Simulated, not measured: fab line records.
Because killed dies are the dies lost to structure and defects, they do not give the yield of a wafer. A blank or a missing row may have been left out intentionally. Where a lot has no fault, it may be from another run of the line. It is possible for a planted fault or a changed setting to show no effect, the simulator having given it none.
Matching of chambers | flow berkeley_cmos170 | cmp-01 running UCB170_V2_CMP_02: 4 sister chambers
The step polishes SiO2. 4 wafers are shown with their chamber, then 9 later ones without.

== WAFERS WITH THEIR CHAMBER ==
wafer  | chamber | motor_current_A (A)
L090.6 | 2       | 17.2
L090.1 | 0       | 15.2
L090.3 | 1       | 17.6
L090.5 | 3       | 15.7

== WAFERS WITH NO CHAMBER GIVEN ==
wafer  | motor_current_A (A)
L092.2 | 15.9
L092.3 | 17.5
L092.5 | 17.6
L093.3 | 16.2
L093.4 | 15.2
L093.5 | 15.9
L097.1 | 18.3
L097.4 | 16.2
L097.5 | 14.4

== CHAMBER TAKEN BY EACH ==
wafer  | from the rows above          | in truth
L092.2 | can't be placed: 3 or 0      | 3
L092.3 | can't be placed: 1 or 2      | 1
L092.5 | can't be placed: 1 or 2      | 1
L093.3 | can't be placed: 3 or 0 or 2 | 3
L093.4 | can't be placed: 0 or 3      | 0
L093.5 | can't be placed: 3 or 0      | 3
L097.1 | can't be placed: 1 or 2      | 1
L097.4 | can't be placed: 3 or 0 or 2 | 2
L097.5 | can't be placed: 0 or 3      | 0
Correctly placed: 0 of 9. Unplaceable from these rows: 9, with the true chamber sitting among the candidates in 9. Number placed wrongly: 0.
How it was worked out, from the rows above alone: a wafer's distance from a chamber is the root of the sum, over the readings, of the square of ((its reading less the chamber's mean) divided by the reading's scatter). If the next closest chamber is less than 2 further off than the closest, the wafer can't be placed; otherwise it belongs to the closest. A chamber's mean is the mean of its shown wafers. The scatter: root of mean squared gap, hidden wafer to nearest shown wafer, with one shown wafer a chamber.
